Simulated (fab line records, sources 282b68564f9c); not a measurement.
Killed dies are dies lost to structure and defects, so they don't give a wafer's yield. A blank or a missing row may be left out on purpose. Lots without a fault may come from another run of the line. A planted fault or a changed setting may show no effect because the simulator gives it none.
fab line records | flow rit_cmos
record lots=6 wafers=18 last_day=7
route steps=202 shown PRETRO@65 GATE@75 FOX2@80 REOX@98 NLDD@103 M1@202
lots that met no fault: from a run of the same line without faults
start_h: hours from the record's first day to the start of the lot's first wafer shown | wait_h: hours since the lot's step before | " the same as in the row above | L1.1+2: a row that stands for several wafers | - no value, or no start given | * or withheld: withheld | < > ~ a bound
route shown NAME@n: a module of which the file shows steps, and the number in the route of the first | usual: mean/standard deviation of fault-free wafers | same: alike in all rows | chamber/n: place in a boat | sites: the reading at each site | _std_site: their standard deviation | _edge_site: outer sites' mean less inner sites' | radius_mm: how far each site lies from the wafer's centre | mask NAME#n: copy n | behind: the tool/chamber that last shaped the wafer | hold: why the lot was held/for how many hours/how that ended | device: the transistor (n, p or np) that didn't switch | end of line: the same wafers' tests at the end of the route | a step without rows: its recipe alone | killed: dies lost to structure and defects at the first sort, not the wafer's yield | map: a wafer's dies, x killed, . not, _ none there
set.NAME: the setting as run; set.NAME@STEP: as run at that earlier step | model.NAME: the simulator's own value behind a step, which no gauge read
lots at some steps of the route; a table a step, a row a wafer
services: from which hour (start_h, from the record's first day; less than 0 if before it) a tool's chamber was out of use, for how many hours, and why
## steps
# step RIT_PRETRO_COAT_01
# recipe resist=NOVOLAK spin_rpm=2000 resist_thk_nm=1300
# step RIT_PRETRO_SOFTBAKE_02
# recipe resist=NOVOLAK temp_c=90 time_s=60
# step RIT_PRETRO_EXPOSE_03
# recipe mask_id=M5 na=0.57 target_cd_nm=43700 dose_mj=250
# step RIT_PRETRO_PEB_04
# recipe resist=NOVOLAK temp_c=withheld time_s=withheld
# step RIT_PRETRO_DEVELOP_05
# recipe resist=NOVOLAK develop_time_s=68 dev_temp_c=23
# step RIT_PRETRO_OVL_MEAS_06
# usual PRETRO_OVL=0.5/1.4
# columns lot.wafer tool chamber start_h wait_h PRETRO_OVL[nm]
L732.1 overlay-01 - 32.15 - 1.0
L732.2 " - " " 2.8
L732.5 " - " " 1.8
L742.1 overlay-02 - 80.95 - -0.8
L742.3 " - " " 1.7
L742.4 " - " " 1.1
L743.1 overlay-01 - 87.46 - 2.1
L743.3 " - " " 1.9
L743.5 " - " " 1.5
L746.1 overlay-01 - 102.42 - 1.2
L746.2 " - " " -0.2
L746.6 " - " " 1.7
L751.1 overlay-01 - 126.26 - -1.0
L751.4 " - " " -1.5
L751.6 " - " " 0.4
L752.3 overlay-02 - 130.68 - -0.7
L752.4 " - " " -1.9
L752.6 " - " " 0.0
# step RIT_PRETRO_HARDBAKE_07
# recipe resist=NOVOLAK temp_c=140 time_s=120
# step RIT_PRETRO_IMPLANT_08
# recipe species=B energy_kev=45 dose_cm2=1.21e+13 tilt_deg=7
# step RIT_PRETRO_STRIP_09
# recipe chemistry=O2 time_s=180 resist=NOVOLAK platen_temp_c=withheld power_w=500 pressure_mtorr=4000 o2_flow_sccm=4000
# usual drypump_motor_current_A=5.6/0.46
# same time_s=180
# columns lot.wafer tool chamber start_h wait_h drypump_motor_current_A rf_hours_counter_h
L732.1 plasma_asher-01 0 32.58 0.1 4.8 38
L732.2 " 1 " " 5.8 38
L732.5 " 0 " " 4.8 -
L742.1 plasma_asher-04 1 81.38 0.1 5.4 30
L742.3 " 0 " " 6.0 -
L742.4 " 1 " " 5.4 -
L743.1 plasma_asher-02 1 87.89 0.1 6.2 46
L743.3 " 1 " " 6.2 -
L743.5 " 0 " " 5.2 -
L746.1 plasma_asher-02 1 102.85 0.1 6.2 47
L746.2 " 0 " " 5.2 47
L746.6 " 1 " " 6.2 -
L751.1 plasma_asher-04 0 126.70 0.1 6.0 36
L751.4 " 0 " " 6.1 -
L751.6 " 0 " " 6.0 -
L752.3 plasma_asher-04 1 131.21 0.1 5.4 -
L752.4 " 0 " " 6.1 -
L752.6 " 1 " " 5.4 -
# step RIT_PRETRO_TW_MEAS_10
# usual PRETRO_TW=475/4.2
# columns lot.wafer tool chamber start_h wait_h PRETRO_TW
L732.1 film_metro-04 - 32.76 0.1 475
L732.2 " - " " 476
L732.5 " - " " 473
L742.1 film_metro-04 - 81.56 0.1 470
L742.3 " - " " 468
L742.4 " - " " 468
L743.1 film_metro-04 - 88.07 0.1 471
L743.3 " - " " 469
L743.5 " - " " 468
L746.1 film_metro-01 - 103.03 0.1 480
L746.2 " - " " 480
L746.6 " - " " 479
L751.1 film_metro-01 - 126.87 0.1 479
L751.4 " - " " 478
L751.6 " - " " 478
L752.3 film_metro-02 - 131.35 0.1 471
L752.4 " - " " 473
L752.6 " - " " 472
# step RIT_GATE_WET_ETCH_00
# recipe chemistry=BOE target=SiO2 target_depth_nm=56 time_s=60 dry=n2_spin dilution=10:1 temp_c=21.5
# step RIT_GATE_CLEAN_01
# recipe chemistry=SC1 mix=3:3:50 time_s=600 temp_c=75
# step RIT_GATE_CLEAN_02
# recipe chemistry=dHF dilution=50:1 time_s=30
# same time_s=30
# columns lot.wafer tool chamber start_h wait_h
L732.1+2+5 wet_bench-01 1 33.02 0.0
L742.1+3+4 wet_bench-03 2 81.82 0.0
L743.1+3+5 wet_bench-03 2 88.33 0.0
L746.1+2+6 wet_bench-03 2 103.29 0.0
L751.1+4+6 wet_bench-03 1 127.13 0.0
L752.3+4+6 wet_bench-01 3 131.59 0.0
# step RIT_GATE_CLEAN_03
# recipe chemistry=SC2 mix=3:3:50 time_s=600 temp_c=75 dry=n2_spin
# step RIT_GATE_CLEAN_04
# recipe chemistry=dHF dilution=50:1 time_s=60 dry=n2_spin
# step RIT_FOX2_THK_MEAS_91
# recipe reads=SiO2_of_FOX2_OXIDATION_00
# usual FIELD_OXIDE_LEFT_2_THK=257/6.7
# columns lot.wafer tool chamber start_h wait_h FIELD_OXIDE_LEFT_2_THK[nm]
L732.1 film_metro-03 - 33.23 0.0 262
L732.2 " - " " 262
L732.5 " - " " 261
L742.1 film_metro-03 - 82.05 0.0 263
L742.3 " - " " 261
L742.4 " - " " 262
L743.1 film_metro-04 - 88.54 0.0 267
L743.3 " - " " 259
L743.5 " - " " 259
L746.1 film_metro-03 - 103.50 0.0 255
L746.2 " - " " 258
L746.6 " - " " 263
L751.1 film_metro-03 - 127.35 0.0 245
L751.4 " - " " 248
L751.6 " - " " 250
L752.3 film_metro-02 - 131.83 0.0 261
L752.4 " - " " 255
L752.6 " - " " 260
# step RIT_GATE_OXIDATION_05
# recipe temp_c=900 ambient=O2 target_thk_a=30 ox_time_s=270
# step RIT_GATE_ANNEAL_06
# recipe temp_c=900 time_s=600 ambient=N2O
# step RIT_GATE_THK_MEAS_07
# recipe reads=SiO2_of_GATE_OXIDATION_05
# usual GATE_OXIDE_THK=3.02/0.069
# columns lot.wafer tool chamber start_h wait_h GATE_OXIDE_THK[nm]
L732.1 film_metro-02 - 34.62 0.0 2.92
L732.2 " - " " 3.03
L732.5 " - " " 2.99
L742.1 film_metro-03 - 84.33 0.0 3.01
L742.3 " - " " 2.97
L742.4 " - " " 2.97
L743.1 film_metro-03 - 92.51 0.0 3.06
L743.3 " - " " 3.01
L743.5 " - " " 3.03
L746.1 film_metro-03 - 104.89 0.0 3.04
L746.2 " - " " 3.16
L746.6 " - " " 3.05
L751.1 film_metro-04 - 129.72 0.0 2.98
L751.4 " - " " 3.00
L751.6 " - " " 3.01
L752.3 film_metro-03 - 133.21 0.0 2.91
L752.4 " - " " 3.01
L752.6 " - " " 3.01
# step RIT_GATE_CVD_08
# recipe material=poly-Si target_thk_nm=250 temp_c=610 precursor=SiH4 time_s=2220 pressure_mtorr=300 sih4_flow_sccm=100
# step RIT_GATE_THK_MEAS_09
# recipe reads=poly-Si_of_GATE_CVD_08
# usual GATE_POLY_THK=248.8/2.8
# columns lot.wafer tool chamber start_h wait_h GATE_POLY_THK[nm]
L732.1 film_metro-04 - 36.29 0.0 254.3
L732.2 " - " " 251.2
L732.5 " - " " 253.0
L742.1 film_metro-04 - 86.01 0.0 248.3
L742.3 " - " " 250.6
L742.4 " - " " 251.6
L743.1 film_metro-04 - 94.18 0.0 247.1
L743.3 " - " " 249.1
L743.5 " - " " 248.6
L746.1 film_metro-03 - 106.56 0.0 252.3
L746.2 " - " " 249.8
L746.6 " - " " 251.7
L751.1 film_metro-03 - 131.40 0.0 251.2
L751.4 " - " " 252.3
L751.6 " - " " 250.5
L752.3 film_metro-04 - 134.89 0.0 249.4
L752.4 " - " " 248.4
L752.6 " - " " 248.8
# step RIT_GATE_HMDS_10
# recipe prime_time_s=60 prime_temp_c=140
# step RIT_GATE_COAT_11
# recipe resist=NOVOLAK spin_rpm=4250 resist_thk_nm=850
# step RIT_GATE_SOFTBAKE_12
# recipe resist=NOVOLAK temp_c=90 time_s=60
# step RIT_GATE_EXPOSE_13
# recipe mask_id=M6 na=0.6 source_shape=conventional sigma_outer=0.6 target_cd_nm=150 dose_mj=380
# step RIT_GATE_PEB_14
# recipe resist=NOVOLAK temp_c=withheld time_s=withheld
# step RIT_GATE_DEVELOP_15
# recipe resist=NOVOLAK develop_time_s=47.86 dev_temp_c=23
# step RIT_GATE_CD_MEAS_16
# recipe target_cd_nm=150
# usual cd_nm=149.6/2.5
# columns lot.wafer tool chamber start_h wait_h cd_nm
L732.1 cd_sem-01 - 37.21 - 151.6
L732.2 " - " " 153.7
L732.5 " - " " 151.4
L742.1 cd_sem-02 - 86.94 - 148.0
L742.3 " - " " 148.2
L742.4 " - " " 149.2
L743.1 cd_sem-01 - 95.22 - 156.0
L743.3 " - " " 150.8
L743.5 " - " " 151.0
L746.1 cd_sem-02 - 107.47 - 152.6
L746.2 " - " " 151.4
L746.6 " - " " 151.6
L751.1 cd_sem-01 - 132.31 - 153.1
L751.4 " - " " 152.1
L751.6 " - " " 153.7
L752.3 cd_sem-02 - 135.82 - 148.3
L752.4 " - " " 147.6
L752.6 " - " " 146.8
# step RIT_GATE_OVL_MEAS_17
# usual GATE_OVL=-1.2/1.4
# columns lot.wafer tool chamber start_h wait_h GATE_OVL[nm]
L732.1 overlay-02 - 37.33 0.1 0.7
L732.2 " - " " -0.4
L732.5 " - " " -0.1
L742.1 overlay-02 - 87.06 0.1 -1.7
L742.3 " - " " -0.3
L742.4 " - " " 0.2
L743.1 overlay-01 - 95.34 0.1 -1.4
L743.3 " - " " -0.5
L743.5 " - " " -1.4
L746.1 overlay-01 - 107.59 0.1 -0.4
L746.2 " - " " -2.6
L746.6 " - " " -0.5
L751.1 overlay-01 - 132.43 0.1 0.9
L751.4 " - " " -0.2
L751.6 " - " " -0.3
L752.3 overlay-02 - 135.91 0.1 -1.3
L752.4 " - " " -2.4
L752.6 " - " " 0.1
# step RIT_GATE_HARDBAKE_18
# recipe resist=NOVOLAK temp_c=140 time_s=60
# step RIT_GATE_ETCH_19
# recipe chemistry=SF6/CHF3/O2 time_s=165 SF6_flow_sccm=30 CHF3_flow_sccm=30 O2_flow_sccm=5 target=poly-Si pressure_mtorr=40 rf_w=160 target_depth_a=3125 over_etch_frac=0.25 stop_on=SiO2
# usual SF6_flow_sccm=30.00/0.1 drypump_motor_current_A=5.7/0.67 oes_product_au=0.842/0.011 throttle_valve_pct=10.22/0.17
# same time_s=165
# columns lot.wafer tool chamber start_h wait_h SF6_flow_sccm drypump_motor_current_A oes_product_au rf_hours_counter_h throttle_valve_pct
L732.1 rie_si-01 1 37.51 0.1 29.83 5.5 0.847 143 10.20
L732.2 " 3 " " 29.92 6.0 0.852 1 10.22
L732.5 " 1 " " 29.87 5.5 0.840 - 10.20
L742.1 rie_si-01 0 87.55 0.1 29.95 6.3 0.854 3 10.45
L742.3 " 1 " " 30.01 5.5 0.840 143 10.20
L742.4 " 3 " " 30.08 5.9 0.860 - 10.24
L743.1 rie_si-02 2 95.52 0.1 29.85 4.7 0.826 92 10.10
L743.3 " 3 " " 29.91 6.8 0.848 84 10.20
L743.5 " 0 " " 29.98 6.1 0.844 - 10.01
L746.1 rie_si-01 1 107.78 0.1 29.70 5.5 0.840 143 10.21
L746.2 " 2 " " 29.94 5.2 0.837 0 10.07
L746.6 " 0 " " 29.75 6.3 0.855 - 10.44
L751.1 rie_si-02 1 132.71 0.1 30.16 4.8 0.843 144 10.56
L751.4 " 3 " " 30.04 6.8 0.855 84 10.18
L751.6 " 1 " " 30.15 4.7 0.830 - 10.54
L752.3 rie_si-01 3 136.10 0.1 29.85 6.0 0.847 2 10.22
L752.4 " 0 " " 29.97 6.3 0.854 3 10.45
L752.6 " 3 " " 30.07 5.9 0.838 - 10.22
# step RIT_GATE_STRIP_20
# recipe chemistry=O2 time_s=180 resist=NOVOLAK platen_temp_c=withheld power_w=500 pressure_mtorr=4000 o2_flow_sccm=4000
# usual drypump_motor_current_A=5.7/0.49
# same time_s=180
# columns lot.wafer tool chamber start_h wait_h drypump_motor_current_A rf_hours_counter_h
L732.1 plasma_asher-04 1 37.62 0.1 5.4 25
L732.2 " 0 " " 6.0 25
L732.5 " 0 " " 6.1 -
L742.1 plasma_asher-03 1 87.65 0.1 6.1 41
L742.3 " 0 " " 5.0 -
L742.4 " 1 " " 6.1 -
L743.1 plasma_asher-03 1 95.63 0.1 6.1 41
L743.3 " 0 " " 5.0 -
L743.5 " 0 " " 5.0 -
L746.1 plasma_asher-03 0 107.89 0.1 5.0 43
L746.2 " 1 " " 6.1 43
L746.6 " 0 " " 5.0 -
L751.1 plasma_asher-04 0 132.81 0.1 6.0 36
L751.4 " 0 " " 6.0 -
L751.6 " 1 " " 5.4 -
L752.3 plasma_asher-02 0 136.27 0.1 5.2 -
L752.4 " 1 " " 6.2 -
L752.6 " 1 " " 6.2 -
# step RIT_GATE_CD_MEAS_90
# recipe target_cd_nm=150
# usual cd_nm=149.6/2.5
# columns lot.wafer tool chamber start_h wait_h cd_nm
L732.1 cd_sem-01 - 40.26 2.6 151.2
L732.2 " - " " 153.7
L732.5 " - " " 151.3
L742.1 cd_sem-01 - 87.83 0.1 148.4
L742.3 " - " " 148.0
L742.4 " - " " 149.0
L743.1 cd_sem-01 - 95.81 0.1 156.2
L743.3 " - " " 151.3
L743.5 " - " " 150.9
L746.1 cd_sem-01 - 108.06 0.1 152.3
L746.2 " - " " 151.0
L746.6 " - " " 151.8
L751.1 cd_sem-01 - 132.99 0.1 152.7
L751.4 " - " " 151.7
L751.6 " - " " 153.8
L752.3 cd_sem-02 - 136.42 0.1 148.0
L752.4 " - " " 147.9
L752.6 " - " " 146.8
# step RIT_REOX_CLEAN_00
# recipe chemistry=SC1 mix=3:3:50 time_s=600 temp_c=75
# step RIT_REOX_CLEAN_01
# recipe chemistry=dHF dilution=50:1 time_s=30
# step RIT_REOX_CLEAN_02
# recipe chemistry=SC2 mix=3:3:50 time_s=600 temp_c=75 dry=n2_spin
# step RIT_REOX_OXIDATION_03
# recipe temp_c=900 ambient=O2 target_thk_a=252 ox_time_s=5310
# step RIT_REOX_THK_MEAS_04
# recipe reads=SiO2_of_REOX_OXIDATION_03
# usual REOX_OXIDE_THK=24.4/0.5
# columns lot.wafer tool chamber start_h wait_h REOX_OXIDE_THK[nm]
L732.1 film_metro-01 - 43.33 0.0 24.7
L732.2 " - " " 25.0
L732.5 " - " " 24.9
L742.1 film_metro-01 - 90.87 0.0 24.0
L742.3 " - " " 24.6
L742.4 " - " " 24.2
L743.1 film_metro-01 - 101.18 0.0 24.3
L743.3 " - " " 24.6
L743.5 " - " " 24.1
L746.1 film_metro-01 - 111.12 0.0 24.7
L746.2 " - " " 25.0
L746.6 " - " " 24.8
L751.1 film_metro-03 - 136.03 0.0 24.9
L751.4 " - " " 25.2
L751.6 " - " " 24.7
L752.3 film_metro-04 - 139.49 0.0 24.4
L752.4 " - " " 24.1
L752.6 " - " " 24.0
# step RIT_NLDD_HMDS_00
# recipe prime_time_s=60 prime_temp_c=140
# step RIT_NLDD_COAT_01
# recipe resist=NOVOLAK spin_rpm=3250 resist_thk_nm=1000
# step RIT_NLDD_SOFTBAKE_02
# recipe resist=NOVOLAK temp_c=90 time_s=60
# step RIT_NLDD_EXPOSE_03
# recipe mask_id=M7 na=0.57 target_cd_nm=40700 dose_mj=250
# step RIT_M1_PROBE_99
# usual killed_at_contacts=0.1/0.36 killed_at_front_end=7.2/2.9 killed_dies=7.4/2.9 killed_on_rim=2.0/1.5 killed_open=3.8/2 killed_short=3.5/2
# same gross_dies=264 killed_at_M0_to_M3=0 killed_at_M4_up=0 killed_at_back_side=0 killed_at_other=0
# columns lot.wafer tool chamber start_h wait_h killed_at_contacts killed_at_front_end killed_dies killed_on_rim killed_open killed_short
L732.1 prober-02 - 59.97 0.1 0 13 13 4 4 9
L732.2 prober-02 - 60.02 0.1 0 11 11 2 7 4
L732.5 prober-02 - 60.17 0.2 1 9 10 4 5 5
L742.1 prober-02 - 107.50 0.1 0 8 8 2 5 3
L742.3 prober-02 - 107.60 0.2 0 3 3 0 2 1
L742.4 prober-02 - 107.65 0.2 0 5 5 1 4 1
L743.1 prober-02 - 118.24 0.1 0 29 29 13 6 6
L743.3 prober-02 - 118.34 0.2 0 26 26 11 2 3
L743.5 prober-02 - 118.44 0.2 0 32 32 16 7 3
L746.1 prober-01 - 128.75 0.1 0 30 30 12 2 6
L746.2 prober-01 - 128.80 0.1 0 27 27 12 5 4
L746.6 prober-01 - 129.00 0.2 0 24 24 8 1 3
L751.1 prober-02 - 153.02 0.1 0 6 6 2 3 3
L751.4 prober-02 - 153.17 0.2 0 11 11 1 4 7
L751.6 prober-02 - 153.27 0.2 0 10 10 3 6 4
L752.3 prober-01 - 156.33 0.2 0 4 4 1 2 2
L752.4 prober-01 - 156.38 0.2 0 7 7 1 5 2
L752.6 prober-01 - 156.48 0.2 0 9 9 3 3 6
# killed by level:class
L732.1 GATE:geometric_particle:short=6 SPACER:geometric_particle:open=3 FOX1:geometric_particle:open=1 FOX2:geometric_particle:short=1 REOX:geometric_particle:short=1 SPACER:geometric_particle:short=1
L732.2 GATE:geometric_particle:open=6 GATE:geometric_particle:short=2 FOX1:geometric_particle:short=1 SPACER:geometric_particle:short=1 SPACER:geometric_particle:open=1
L732.5 GATE:geometric_particle:open=5 SPACER:geometric_particle:short=2 FOX2:geometric_particle:short=1 GATE:geometric_particle:short=1 CONTACT:geometric_particle:short=1
L742.1 GATE:geometric_particle:open=3 FOX1:geometric_particle:open=2 GATE:geometric_particle:short=2 FOX2:geometric_particle:short=1
L742.3 FOX1:geometric_particle:open=1 FOX1:geometric_particle:short=1 REOX:geometric_particle:open=1
L742.4 FOX1:geometric_particle:open=2 REOX:geometric_particle:short=1 REOX:geometric_particle:open=1 SILICIDE:geometric_particle:open=1
L743.1 GATE:unspecified=17 FOX2:geometric_particle:open=2 FOX2:geometric_particle:short=2 GATE:geometric_particle:short=2 GATE:geometric_particle:open=2 FOX1:geometric_particle:open=1 REOX:geometric_particle:short=1 REOX:geometric_particle:open=1
L743.3 GATE:unspecified=21 FOX2:geometric_particle:short=2 GATE:geometric_particle:short=1 REOX:geometric_particle:open=1 SILICIDE:geometric_particle:open=1
L743.5 GATE:unspecified=22 GATE:geometric_particle:open=5 FOX1:geometric_particle:short=1 FOX1:geometric_particle:open=1 FOX2:geometric_particle:short=1 GATE:geometric_particle:short=1 SPACER:geometric_particle:open=1
L746.1 GATE:unspecified=22 REOX:geometric_particle:short=3 REOX:geometric_particle:open=2 GATE:geometric_particle:short=1 SPACER:geometric_particle:short=1 SILICIDE:geometric_particle:short=1
L746.2 GATE:unspecified=17 SPACER:geometric_particle:open=3 REOX:geometric_particle:short=2 GATE:geometric_particle:open=1 REOX:geometric_particle:open=1 SPACER:geometric_particle:short=1 SILICIDE:geometric_particle:short=1 NRETRO:coat_microbubble_printed=1
L746.6 GATE:unspecified=20 REOX:geometric_particle:short=2 GATE:geometric_particle:open=1 SPACER:geometric_particle:short=1
L751.1 GATE:geometric_particle:open=2 SILICIDE:geometric_particle:short=2 SPACER:geometric_particle:short=1 SILICIDE:geometric_particle:open=1
L751.4 FOX1:geometric_particle:short=2 GATE:geometric_particle:short=2 SPACER:geometric_particle:open=2 FOX2:geometric_particle:short=1 GATE:geometric_particle:open=1 SPACER:geometric_particle:short=1 SILICIDE:geometric_particle:short=1 SILICIDE:geometric_particle:open=1
L751.6 GATE:geometric_particle:open=2 SILICIDE:geometric_particle:short=2 SILICIDE:geometric_particle:open=2 FOX2:geometric_particle:short=1 REOX:geometric_particle:short=1 REOX:geometric_particle:open=1 SPACER:geometric_particle:open=1
L752.3 GATE:geometric_particle:open=2 REOX:geometric_particle:short=1 SPACER:geometric_particle:short=1
L752.4 GATE:geometric_particle:open=3 FOX1:geometric_particle:short=1 SPACER:geometric_particle:open=1 SILICIDE:geometric_particle:open=1 SILICIDE:geometric_particle:short=1
L752.6 FOX1:geometric_particle:short=3 SPACER:geometric_particle:short=2 FOX1:geometric_particle:open=1 GATE:geometric_particle:open=1 REOX:geometric_particle:short=1 REOX:geometric_particle:open=1
# map L743.5 (x killed, . not)
________..x...._______
_____.............____
____.............x.___
___.................__
__.................x._
__..................._
_...................x.
_.....x.............xx
_....x................
_.................x.x.
__..................._
__..................._
___........xx.......__
____......xxxxx....___
_____...xxxxxxxx..____
________xxxxxxx_______
# map L746.1 (x killed, . not)
________......._______
_____.............____
____.............x.___
___..............x..__
__................x.._
__..x................_
_.x...................
_.....................
_.....................
_.....................
__......xx..........._
__.....x............._
___........x........__
____......xxxxxx...___
_____...xxxxxxxx..____
________xxxxxxx_______
## services
# columns tool chamber start_h hours kind
plasma_asher-03 - 32.97 16.7 repair
plasma_asher-04 - 46.32 3.4 repair
plasma_asher-03 - 62.75 3.1 repair
plasma_asher-03 - 66.82 15.6 pm
rie_si-01 0 67.39 0.9 repair
rie_si-01 2 82.81 - clean
rie_si-01 2 82.81 15.3 scheduled_down
rie_si-01 2 82.81 15.3 vent_cycle
rie_si-02 1 106.46 2.9 repair
plasma_asher-02 - 107.56 3.9 repair
plasma_asher-04 - 108.75 1.5 repair
plasma_asher-02 - 111.42 9.0 pm
plasma_asher-02 0 111.42 9.0 vent_cycle
plasma_asher-02 1 111.42 9.0 vent_cycle
plasma_asher-02 0 120.42 - clean
plasma_asher-02 1 120.42 - clean
## key
first_sign step=RIT_M1_PROBE_99 reading=killed_at_front_end direction=up sigmas=7.1 usual=7.2 struck=28
effect step=RIT_M1_PROBE_99 reading=killed_dies direction=up sigmas=7 usual=7.4 struck=28
met_at RIT_GATE_CLEAN_02
struck_wafers L743.1,L743.3,L743.5,L746.1,L746.2,L746.6
tester_left_out L743,L746
onset_between 81.82 88.33
also_fits RIT_PRETRO_STRIP_09:plasma_asher-02,RIT_GATE_STRIP_20:plasma_asher-03
fault kind=chamber_particle_source tool=wet_bench-03 chamber=2 onset_h=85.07 steps=RIT_GATE_CLEAN_02 rate_per_visit_cm2=1.8321 end_h=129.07
# tester_left_out: of these lots the tester's yield and bins aren't shown, on N5 and GAA mostly nor the transistor test; their killed dies are dies lost to structure and defects alone, not to doping, threshold or leakage, so they don't give the yield
